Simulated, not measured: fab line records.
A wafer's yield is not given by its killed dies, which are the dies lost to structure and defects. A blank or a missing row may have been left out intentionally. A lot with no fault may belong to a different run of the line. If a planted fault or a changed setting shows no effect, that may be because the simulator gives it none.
Lot-split experiment | flow berkeley-cmos170 | on a route of 331 steps: 5 lots, 23 wafers read

ON THE SPLIT
At UCB170_NSD_IMPLANT_08, the setting dose-cm2 was moved away from the recipe's 3e+15 on 8 of the 23 wafers read, by -7.5% to +7.2%. For the rest of the wafers, this setting stayed at what the recipe calls for.

FROM THE SPLIT TO THE READING: what the file shows between them, 3 steps
- UCB170_NSD_STRIP_09: strips in O2
- UCB170_SDANNEAL_RTA_01: time 5 s (also split here: time-s)
- UCB170_SDANNEAL_RS_MEAS_02: measures by four-point-probe

THE READING
NSD_RS, in ohm/sq, at UCB170_SDANNEAL_RS_MEAS_03 (measures by four-point-probe). On this fab line, fault-free wafers typically give 37.25 ohm/sq with a standard deviation of 0.11 ohm/sq.

wafer  | tool, chamber at the split | dose-cm2 as run | against the recipe | NSD_RS, ohm/sq | against lot-mates on the recipe
L075.1 | implanter-01, 0            | 3e+15           | recipe             | 37.28          | -
L075.2 | implanter-01, 0            | 3.216e+15       | +7.2%              | 36.10          | -1.17
L075.3 | implanter-01, 0            | 3e+15           | recipe             | 37.25          | -
L075.4 | implanter-01, 0            | 3.216e+15       | +7.2%              | 36.27          | -1.00
L075.5 | implanter-01, 0            | 3e+15           | recipe             | 37.28          | -
L084.1 | implanter-02, 0            | 2.776e+15       | -7.5%              | 38.86          | +1.30
L084.3 | implanter-02, 0            | 2.776e+15       | -7.5%              | 39.14          | +1.58
L084.4 | implanter-02, 0            | 2.776e+15       | -7.5%              | 38.94          | +1.38
L084.5 | implanter-02, 0            | 3e+15           | recipe             | 37.69          | -
L084.6 | implanter-02, 0            | 3e+15           | recipe             | 37.43          | -
L083.1 | implanter-01, 0            | 3e+15           | recipe             | 37.14          | -
L083.2 | implanter-01, 0            | 3e+15           | recipe             | 37.39          | -
L083.3 | implanter-01, 0            | 3.12e+15        | +4.0%              | 36.67          | -0.59
L083.4 | implanter-01, 0            | 3.12e+15        | +4.0%              | 36.42          | -0.84
L083.6 | implanter-01, 0            | 3.12e+15        | +4.0%              | 36.52          | -0.74
L081.3 | implanter-03, 0            | 3e+15           | recipe             | 37.15          | -
L081.5 | implanter-03, 0            | 3e+15           | recipe             | 37.08          | -
L081.6 | implanter-03, 0            | 3e+15           | recipe             | 37.17          | -
L080.1 | implanter-01, 0            | 3e+15           | recipe             | 37.72          | -
L080.2 | implanter-01, 0            | 3e+15           | recipe             | 37.65          | -
L080.4 | implanter-01, 0            | 3e+15           | recipe             | 37.23          | -
L080.5 | implanter-01, 0            | 3e+15           | recipe             | 37.63          | -
L080.6 | implanter-01, 0            | 3e+15           | recipe             | 37.13          | -

THE FIT
A straight line over all 23 wafers: NSD_RS changes by -0.198 ohm/sq for each +1% of dose-cm2; r = -0.96; the points scatter about the line by 0.21 ohm/sq.
The same after taking each lot's own level away (the mean of its wafers on the recipe; 23 wafers): -0.176 ohm/sq for each +1%; r = -0.97; scatter 0.16 ohm/sq.
Per that fit: largest dose-cm2 move, reading shift of 1.3 ohm/sq.
Across the lots, their own levels run from 37.133 to 37.560 ohm/sq, a range of 3.9 times the standard deviation given above.
So the lot-to-lot level changes the slope: the two fits differ.
Check: +1.36 ohm/sq against its lot-mates is what the line predicts for one of the wafers moved furthest among these (-7.5%) when that wafer is left out of the fit. Against them it came out at +1.3 ohm/sq.

THESE WAFERS: OTHER SPLITS
Other splits were also applied to these wafers ahead of the reading. Each is held against what the fit with the lots' levels taken away leaves over:
other split on the same wafers    | wafers away from the commonest value | r with NSD_RS (lot level and that fit taken away)
UCB170_PLDD_COAT_01 resist-thk-nm | 7                                    | -0.04
UCB170_SDANNEAL_RTA_01 time-s     | 7                                    | -0.61

THE WHOLE CHAIN: every reading that the file lists as answering this split, in the file's order
step                       | what it does                 | reading                  | change (the file's fit)              | r (the file's)
UCB170_NSD_STRIP_09        | strips in O2                 | strip-time-to-endpoint-s | withheld for each +1% of the setting | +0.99
UCB170_SDANNEAL_RS_MEAS_03 | measures by four-point-probe | NSD_RS                   | -0.173 for each +1% of the setting   | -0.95

THE FILE'S OWN FIT
NSD_RS changes by -0.173 ohm/sq for each +1% of dose-cm2, r = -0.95.
